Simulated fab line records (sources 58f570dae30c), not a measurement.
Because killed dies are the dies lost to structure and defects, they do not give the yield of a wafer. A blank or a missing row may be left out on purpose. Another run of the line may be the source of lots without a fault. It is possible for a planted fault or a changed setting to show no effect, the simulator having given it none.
Which of the tools did it? + flow berkeley-cmos170 + 14 lots with 42 wafers sampled at 6 steps, on a route of 331 steps

== WHAT THE GAUGES SHOWED, per wafer ==
UCB170_ACTIVE_CD_MEAS_90: target cd 1200 nm. Usual: cd-nm at 1199.9 nm, with a standard deviation of 1.
| lot  | measured    | on        | cd-nm (nm)           | flag |
|------|-------------|-----------|----------------------|------|
| L513 | day 4 15:23 | cd-sem-01 | 1199.6 1198.4 1198.5 |      |
| L514 | day 5 08:20 | cd-sem-02 | 1199.5 1199.7 1200.5 |      |
| L516 | day 5 08:33 | cd-sem-01 | 1201.3 1200.2 1199.9 |      |
| L519 | day 5 14:18 | cd-sem-01 | 1200.0 1199.9 1199.7 |      |
| L518 | day 5 14:34 | cd-sem-01 | 1199.7 1199.2 1199.4 |      |
| L520 | day 5 22:02 | cd-sem-01 | 1199.2 1197.6 1199.0 |      |
| L523 | day 6 21:23 | cd-sem-01 | 1200.3 1200.3 1199.4 |      |
| L522 | day 6 22:20 | cd-sem-01 | 1200.4 1199.9 1200.5 |      |
| L525 | day 7 03:49 | cd-sem-01 | 1200.0 1199.4 1200.0 |      |
| L526 | day 7 04:04 | cd-sem-01 | 1199.8 1201.3 1199.1 |      |
| L524 | day 7 04:38 | cd-sem-02 | 1200.4 1199.1 1199.6 |      |
| L527 | day 7 13:30 | cd-sem-01 | 1200.7 1200.2 1201.7 |      |
| L529 | day 8 04:38 | cd-sem-01 | 1198.8 1201.2 1199.7 |      |
| L534 | day 9 15:55 | cd-sem-01 | 1202.3 1202.9 1201.9 |      |

UCB170_NSD_CD_MEAS_06: target cd 1200 nm. Usual: cd-nm at 1199.6 nm, with a standard deviation of 1.2.
| lot  | measured     | on        | cd-nm (nm)           | flag |
|------|--------------|-----------|----------------------|------|
| L513 | day 8 03:58  | cd-sem-02 | 1201.5 1200.2 1200.9 |      |
| L514 | day 8 16:05  | cd-sem-02 | 1199.6 1198.8 1199.9 |      |
| L516 | day 8 15:52  | cd-sem-01 | 1199.2 1197.6 1200.3 |      |
| L519 | day 8 16:38  | cd-sem-01 | 1199.9 1199.8 1199.8 |      |
| L518 | day 8 16:20  | cd-sem-02 | 1198.2 1200.3 1200.0 |      |
| L520 | day 9 06:29  | cd-sem-01 | 1200.2 1199.4 1198.9 |      |
| L523 | day 10 02:44 | cd-sem-01 | 1198.5 1199.5 1198.2 |      |
| L522 | day 10 02:26 | cd-sem-02 | 1199.3 1199.3 1200.1 |      |
| L525 | day 10 14:29 | cd-sem-01 | 1200.3 1200.8 1199.8 |      |
| L526 | day 10 14:05 | cd-sem-01 | 1201.6 1199.7 1200.9 |      |
| L524 | day 10 13:59 | cd-sem-01 | 1198.4 1199.0 1199.3 |      |
| L527 | day 10 14:16 | cd-sem-01 | 1200.6 1198.8 1198.8 |      |
| L529 | day 11 15:26 | cd-sem-01 | 1192.2 1192.2 1192.7 | OFF  |
| L534 | day 13 02:26 | cd-sem-02 | 1192.8 1193.6 1193.1 | OFF  |

UCB170_CONTACT_CD_MEAS_90: target cd 700 nm. Usual: cd-nm at 700.0 nm, with a standard deviation of 1.3.
| lot  | measured     | on        | cd-nm (nm)        | flag |
|------|--------------|-----------|-------------------|------|
| L513 | day 8 11:50  | cd-sem-02 | 701.1 700.8 702.8 |      |
| L514 | day 9 01:01  | cd-sem-01 | 701.6 701.9 701.7 |      |
| L516 | day 8 22:46  | cd-sem-01 | 699.4 698.7 702.1 |      |
| L519 | day 9 01:44  | cd-sem-02 | 701.4 699.5 700.8 |      |
| L518 | day 9 01:15  | cd-sem-01 | 699.6 699.6 700.0 |      |
| L520 | day 9 14:38  | cd-sem-01 | 698.2 699.5 698.8 |      |
| L523 | day 10 10:06 | cd-sem-01 | 698.8 698.8 698.8 |      |
| L522 | day 10 09:32 | cd-sem-01 | 701.7 698.9 699.7 |      |
| L525 | day 10 23:46 | cd-sem-01 | 698.8 699.7 696.8 |      |
| L526 | day 10 20:56 | cd-sem-01 | 700.5 700.5 699.1 |      |
| L524 | day 10 20:43 | cd-sem-01 | 699.3 699.6 697.3 |      |
| L527 | day 11 00:38 | cd-sem-01 | 698.3 700.8 699.6 |      |
| L529 | day 12 00:53 | cd-sem-01 | 701.8 702.1 702.9 |      |
| L534 | day 13 10:30 | cd-sem-02 | 699.4 698.5 699.6 |      |

UCB170_M3_BOW_MEAS_20. Usual: M3_BOW 36 um, standard deviation 6.6.
| lot  | measured     | on            | M3_BOW (um) | flag |
|------|--------------|---------------|-------------|------|
| L513 | day 9 03:19  | film-metro-01 | 42 33 44    |      |
| L514 | day 9 17:59  | film-metro-01 | 40 26 45    |      |
| L516 | day 9 15:26  | film-metro-04 | 39 38 39    |      |
| L519 | day 9 18:13  | film-metro-04 | 32 45 34    |      |
| L518 | day 9 18:43  | film-metro-04 | 36 35 36    |      |
| L520 | day 10 05:14 | film-metro-01 | 35 33 31    |      |
| L523 | day 11 05:35 | film-metro-01 | 38 21 44    |      |
| L522 | day 11 04:14 | film-metro-01 | 37 30 39    |      |
| L525 | day 11 14:53 | film-metro-02 | 34 21 31    |      |
| L526 | day 11 14:37 | film-metro-01 | 28 25 42    |      |
| L524 | day 11 11:38 | film-metro-04 | 33 26 51    |      |
| L527 | day 11 17:53 | film-metro-04 | 30 37 21    |      |
| L529 | day 12 16:38 | film-metro-04 | 36 43 33    |      |
| L534 | day 14 02:59 | film-metro-04 | 30 32 41    |      |

== WHICH TOOL RAN EACH LOT (tool, then ch and the chambers of the sampled wafers, then the start) ==
| lot  | UCB170_NSD_COAT_01                | UCB170_NSD_STRIP_09                  |
|------|-----------------------------------|--------------------------------------|
| L513 | litho-track-03 ch 0, day 8 02:40  | plasma-asher-03 ch 0,1, day 8 04:16  |
| L514 | litho-track-02 ch 0, day 8 14:52  | plasma-asher-01 ch 0,1, day 8 16:22  |
| L516 | litho-track-01 ch 0, day 8 14:35  | plasma-asher-02 ch 0,1, day 8 16:11  |
| L519 | litho-track-03 ch 0, day 8 15:45  | plasma-asher-01 ch 0, day 8 16:55    |
| L518 | litho-track-02 ch 0, day 8 15:21  | plasma-asher-03 ch 0,1, day 8 16:38  |
| L520 | litho-track-02 ch 0, day 9 05:46  | plasma-asher-01 ch 0,1, day 9 06:47  |
| L523 | litho-track-01 ch 0, day 10 01:43 | plasma-asher-02 ch 0,1, day 10 03:02 |
| L522 | litho-track-03 ch 0, day 10 01:19 | plasma-asher-03 ch 0,1, day 10 02:44 |
| L525 | litho-track-03 ch 0, day 10 13:21 | plasma-asher-03 ch 0,1, day 10 14:47 |
| L526 | litho-track-02 ch 0, day 10 12:49 | plasma-asher-01 ch 0,1, day 10 14:26 |
| L524 | litho-track-01 ch 0, day 10 12:47 | plasma-asher-02 ch 0,1, day 10 14:17 |
| L527 | litho-track-02 ch 0, day 10 13:20 | plasma-asher-02 ch 0,1, day 10 14:33 |
| L529 | litho-track-02 ch 0, day 11 14:35 | plasma-asher-01 ch 0,1, day 11 15:44 |
| L534 | litho-track-02 ch 0, day 13 01:37 | plasma-asher-03 ch 0,1, day 13 02:43 |
- UCB170_NSD_COAT_01: resist thk 900 nm.
- UCB170_NSD_STRIP_09: strips in O2.

== AS READ BY THE TOOLS THEMSELVES (means over the sampled wafers that have a number; for cases with no such wafer, the mark the record gives instead) ==
UCB170_NSD_COAT_01. Usual: exhaust-pa 45.1 Pa, standard deviation 0.97; spin-speed-rpm 1500.0 rpm, standard deviation 1.1.
| lot  | tool           | exhaust-pa (Pa) | spin-speed-rpm (rpm) | flag |
|------|----------------|-----------------|----------------------|------|
| L513 | litho-track-03 | 44.9            | 1500.0               |      |
| L514 | litho-track-02 | 45.4            | 1500.2               |      |
| L516 | litho-track-01 | 46.5            | 1500.1               |      |
| L519 | litho-track-03 | 47.1            | 1499.5               |      |
| L518 | litho-track-02 | 44.8            | 1500.1               |      |
| L520 | litho-track-02 | 44.7            | 1500.1               |      |
| L523 | litho-track-01 | 45.4            | 1500.2               |      |
| L522 | litho-track-03 | 45.6            | 1499.5               |      |
| L525 | litho-track-03 | 45.8            | 1499.3               |      |
| L526 | litho-track-02 | 45.6            | 1499.9               |      |
| L524 | litho-track-01 | 45.5            | 1499.0               |      |
| L527 | litho-track-02 | 44.6            | 1500.8               |      |
| L529 | litho-track-02 | 44.7            | 1085.1               | OFF  |
| L534 | litho-track-02 | 44.7            | 1085.7               | OFF  |

UCB170_NSD_STRIP_09. Usual: drypump-motor-current-A 5.7 A, standard deviation 0.37; oes-product-au 0.534 a.u., standard deviation 0.0045; strip-time-to-endpoint-s 35.83 s, standard deviation 0.089.
| lot  | tool            | drypump-motor-current-A (A) | oes-product-au (a.u.) | strip-time-to-endpoint-s (s) | flag |
|------|-----------------|-----------------------------|-----------------------|------------------------------|------|
| L513 | plasma-asher-03 | 5.7                         | 0.533                 | 35.66                        |      |
| L514 | plasma-asher-01 | 5.9                         | 0.534                 | 35.69                        |      |
| L516 | plasma-asher-02 | 5.8                         | 0.533                 | 35.81                        |      |
| L519 | plasma-asher-01 | 5.3                         | 0.535                 | 35.81                        |      |
| L518 | plasma-asher-03 | 5.7                         | 0.532                 | 35.73                        |      |
| L520 | plasma-asher-01 | 5.6                         | 0.533                 | 35.82                        |      |
| L523 | plasma-asher-02 | 5.8                         | 0.537                 | 35.86                        |      |
| L522 | plasma-asher-03 | 5.7                         | 0.532                 | 35.77                        |      |
| L525 | plasma-asher-03 | 5.7                         | 0.535                 | 35.89                        |      |
| L526 | plasma-asher-01 | 5.9                         | 0.530                 | 35.77                        |      |
| L524 | plasma-asher-02 | 5.8                         | 0.536                 | 35.82                        |      |
| L527 | plasma-asher-02 | 5.5                         | 0.534                 | 35.78                        |      |
| L529 | plasma-asher-01 | 5.9                         | 0.555                 | 39.73                        | OFF  |
| L534 | plasma-asher-03 | 5.7                         | 0.557                 | 39.55                        | OFF  |

== THE ANSWER, worked out from the rows above alone ==
Rule: a lot is off if the mean of its wafers that have a number lies more than 3 standard deviations from the usual mean. Also off: a lot with no number at a reading for which 4 or more lots have one. All remaining lots with rows at the step are treated as sound. First the gauges in route order, then the tools' own readings, where a lot's mean is used as printed above. At the first step where some lot is off, the reading lying furthest off is the one used; lots without a number count as furthest.
Off at UCB170_NSD_CD_MEAS_06 (cd-nm): L529, L534.
If a tool, at a process step before that reading, ran all the lots that are off and no sound lot after the first of them, it fits. Not tried: the gauges at UCB170_NSD_CD_MEAS_06; whatever is off there is also off at UCB170_NSD_COAT_01, on other tools, and gauge error can't account for it. One fits: litho-track-02 at UCB170_NSD_COAT_01. A fault onset in the window from L527 (day 10 13:20, its last sound lot) to L529 (day 11 14:35, its first lot off) fits.
On the lots that are off, the tool's own readings at UCB170_NSD_COAT_01 differ by more than 5 times the standard deviation of the sound lots' means, which bears it out; spin-speed-rpm reads 1085.4 rpm there versus 1499.9 rpm on the sound lots.

== WHAT WAS PUT IN BY THE SIMULATOR ==
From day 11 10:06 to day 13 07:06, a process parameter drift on litho-track-02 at UCB170_NSD_COAT_01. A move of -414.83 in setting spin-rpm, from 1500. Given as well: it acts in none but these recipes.
Shown lots that were struck: L529, L534. The same result came from the rule above.
